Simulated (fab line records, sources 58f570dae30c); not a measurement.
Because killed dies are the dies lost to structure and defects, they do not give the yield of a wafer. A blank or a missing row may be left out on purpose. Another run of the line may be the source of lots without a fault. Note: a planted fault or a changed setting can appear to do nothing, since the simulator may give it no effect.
A single fault, viewed from 2 desks :: flow berkeley_cmos170 :: what lay behind the numbers comes last; until then each desk has only its own

## AT THE TOOL OWNER'S DESK: implanter-01
The tool's own readings at UCB170_PVT_IMPLANT_07, given as means over the sampled wafers that have a number, one for each lot that went through this tool. Any lot whose mean is over 4 standard deviations away from the usual mean is out of limits and marked OUT; that distance is given in the brackets.
Columns: A = beam_on_s at UCB170_PVT_IMPLANT_07, usual 10.00 s; B = dose_ions_cm2 at UCB170_PVT_IMPLANT_07, usual 2e+12; C = faraday_current_uA at UCB170_PVT_IMPLANT_07, usual 6.34
lot: L409
first seen here: day 7 04:34
A: 9.88
B: 2e+12
C: 6.43

lot: L413
first seen here: day 8 06:43
A: 9.89
B: 2e+12
C: 6.42

lot: L421
first seen here: day 9 09:58
A: 10.01
B: 1e+12 (-99 or more) OUT
C: 3.49 (-22) OUT

lot: L420
first seen here: day 9 10:52
A: 9.99
B: 1e+12 (-99 or more) OUT
C: 3.49 (-22) OUT
This desk finds L420, L421 out of limits, L421 being first, at day 9 09:58 (dose_ions_cm2 at UCB170_PVT_IMPLANT_07). In limits: L409, L413.

## METROLOGY DESK
Lot by lot, what the gauges showed, no matter which tool ran the lot: averages of those sampled wafers that carry a number. Any lot whose mean is over 4 standard deviations away from the usual mean is out of limits and marked OUT; that distance is given in the brackets.
Columns: A = INCOMING_BOW at UCB170_START_BOW_MEAS_00, usual 0 um; B = PWELL_NITRIDE_THK at UCB170_PWELL_THK_MEAS_06, usual 219.9 nm; C = PVT_TW at UCB170_PVT_TW_MEAS_09, usual 510.8
lot: L403
first seen here: day 1 10:01
A: 2
B: 221.1
C: 513.6

lot: L404
first seen here: day 1 15:00
A: 1
B: 219.2
C: 510.1

lot: L405
first seen here: day 1 20:02
A: -1
B: 218.6
C: 513.5

lot: L406
first seen here: day 2 01:01
A: -1
B: 221.1
C: 507.8

lot: L409
first seen here: day 2 16:02
A: 5
B: 217.3
C: 514.1

lot: L410
first seen here: day 2 21:02
A: -1
B: 221.9
C: 508.8

lot: L411
first seen here: day 3 02:01
A: 1
B: 220.3
C: 512.3

lot: L412
first seen here: day 3 07:01
A: 4
B: 219.3
C: 514.9

lot: L413
first seen here: day 3 12:01
A: 3
B: 221.7
C: 507.0

lot: L416
first seen here: day 4 03:00
A: -0
B: 220.6
C: 506.2

lot: L420
first seen here: day 4 23:00
A: 0
B: 220.8
C: 421.6 (-31) OUT

lot: L421
first seen here: day 5 04:00
A: -5
B: 218.4
C: 424.3 (-30) OUT

lot: L424
first seen here: day 5 19:01
A: -4
B: 220.3
C: 511.6

lot: L425
first seen here: day 6 00:00
A: -1
B: 220.8
C: 512.6
Per this desk, out of limits: L420, L421; the first was L421, day 9 10:13 (PVT_TW at UCB170_PVT_TW_MEAS_09). In limits: L403, L404, L405, L406, L409, L410, L411, L412, L413, L416, L424, L425.

## TAKEN TOGETHER
The tool owner's desk had the chance to raise an alarm at day 9 09:58 on L420, L421.
On L420, L421, the metrology desk was in a position to raise an alarm at day 9 10:13.
Of the lots named, all ran UCB170_PVT_IMPLANT_07 on implanter-01.

## WHAT THE SIMULATOR HAD INSERTED
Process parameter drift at UCB170_PVT_IMPLANT_07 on implanter-01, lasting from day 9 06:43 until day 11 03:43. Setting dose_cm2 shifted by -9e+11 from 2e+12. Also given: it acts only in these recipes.
Lots struck among those shown: L420, L421.
Hours from the fault's start to each desk's first reading out of limits: the tool owner's desk, 3; the metrology desk, 4.
